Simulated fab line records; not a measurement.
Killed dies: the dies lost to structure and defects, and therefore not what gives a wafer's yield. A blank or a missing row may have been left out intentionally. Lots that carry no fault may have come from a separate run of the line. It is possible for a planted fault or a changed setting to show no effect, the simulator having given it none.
Struck lot and sound lot, side by side ; flow berkeleyCmos170 ; 19 out of 331 route steps
Sound: the wafers L393.1, L393.3, L393.5. Struck: wafers L406.4, L406.6. (L406.2 of the same lot was not struck and is left out.) The cause comes at the end.
Per side, at each step with rows, come the tool, then ch with its chambers, and then its first start. Under that, the readings that differ: sound wafers ; struck wafers ; difference of the means ; sigmas: that difference in standard deviations of wafers without a fault.
alike: words and numbers the same on both sides, and readings whose means are apart by under 2 such deviations; not compared: readings that were withheld, readings missing a value for some wafer, numbers with overlapping values and no deviation given by the record, and bounds like >300 which may hide the same value.
A row with sigmas, a row that says differs or no value, or rows on one side alone: a step with any of these is where the two part. When numbers do not overlap yet have no deviation, they are printed without sigmas and do not part them. A reading missing from all wafers of one side parts the sides only when that side holds two or more wafers.

first, 2 steps without rows for these wafers: UCB170_GATE_ANNEAL_03 (time 1800 s); UCB170_GATE_CVD_04 (deposits poly-Si from SiH4, time 1440 s, target thk 214 nm).
UCB170_GATE_THK_MEAS_05:
  sound: filmMetro-02 at day 9 12:25; struck: filmMetro-04 at day 11 19:44
  alike: GATE_POLY_THK
then, 6 steps without rows for these wafers: UCB170_GATE_COAT_06; UCB170_GATE_COAT_07 (resist thk 900 nm); UCB170_GATE_SOFTBAKE_08 (time 60 s); UCB170_GATE_EXPOSE_09 (exposes mask POLY, target cd 350 nm); UCB170_GATE_PEB_10; UCB170_GATE_DEVELOP_11 (develop time 45 s).
UCB170_GATE_CD_MEAS_12 targets a cd of 350 nm.
  sound: cdSem-01 at day 9 14:14; struck: cdSem-01 at day 11 21:03
reading;sound;struck;difference;sigmas
cdNm (nm);348.1 347.0 348.5;350.1 352.8;+3.6;+2
UCB170_GATE_OVL_MEAS_13:
  sound: overlay-01 at day 9 14:21; struck: overlay-02 at day 11 21:10
  alike: GATE_OVL
UCB170_GATE_ETCH_14: etches BARC in N2/H2.
  sound on rieDiel-02 ch 0,2,3, day 9 14:23; struck on rieDiel-02 ch 0, day 11 21:11
  alike: drypumpMotorCurrentA, oesProductAu, throttleValvePct
UCB170_GATE_ETCH_15: etches poly-Si in HBr/Cl2, stops on SiO2, time 56.3 s, target depth 278.2 nm.
  sound on rieSi-01 ch 0,2,3, day 9 14:26; struck on rieSi-02 ch 3, day 11 21:14
reading;sound;struck;difference;sigmas
model.KrF_of_GATE_COAT_07.thkNm (nm);780.3 773.1 772.3;805.9 808.2;+31.8;
model.etch.depthNm (nm);215.3 213.5 215.2;208.2 207.9;-6.6;
model.GATE.featureDepthNm (nm);215.3 213.6 215.2;208.2 207.9;-6.6;
  alike: drypumpMotorCurrentA, heBacksideLeakSccm, oesProductAu, throttleValvePct
  not compared: rfHoursCounterH
UCB170_GATE_STRIP_16: strips in O2.
  sound on plasmaAsher-02 ch 0,1, day 9 14:29; struck on plasmaAsher-02 ch 0,1, day 11 21:17
  alike: drypumpMotorCurrentA, oesProductAu
  not compared: rfHoursCounterH
UCB170_GATE_CD_MEAS_90 targets a cd of 350 nm.
  sound: cdSem-01 at day 9 14:35; struck: cdSem-02 at day 11 21:24
reading;sound;struck;difference;sigmas
cdNm (nm);348.2 347.0 349.1;351.4 352.7;+3.9;+3
then, 1 step without rows for these wafers: UCB170_GATE_CLEAN_17 (cleans in SPM, time 600 s).
UCB170_PLDD_HMDS_00: prime time 60 s.
  the record has rows for the sound wafers here (lithoTrack-04 ch 0, day 9 14:54) and none for the struck ones
UCB170_PLDD_COAT_01: resist thk 886.4 nm.
  the record has rows for the sound wafers here (lithoTrack-04 ch 0, day 9 15:03) and none for the struck ones
UCB170_M3_PROBE_99:
  sound: prober-01 at day 11 07:56; struck: prober-02 at day 13 18:30
reading;sound;struck;difference;sigmas
model.etest.contactNpoly.short;0 0 0;1 1;+1;
model.etest.antennaContact.overLimit;0 0 0;1 1;+1;
model.etest.gateToDiffusionComb.overLimit;0 0 0;1 1;+1;
model.etest.contactPpoly.short;0 0 0;1 1;+1;
model.etest.nmosNarrow.overLimit;0 0 0;1 1;+1;
model.etest.nplusSal.short;0 0 0;1 1;+1;
model.etest.antennaPoly.short;0 0 0;1 1;+1;
model.etest.pmos_0p35.short;0 0 0;1 1;+1;

## WHERE THEY PART
First at UCB170_GATE_CD_MEAS_12; last, within this record, at UCB170_PLDD_COAT_01.

WHY: the cause the simulator had injected
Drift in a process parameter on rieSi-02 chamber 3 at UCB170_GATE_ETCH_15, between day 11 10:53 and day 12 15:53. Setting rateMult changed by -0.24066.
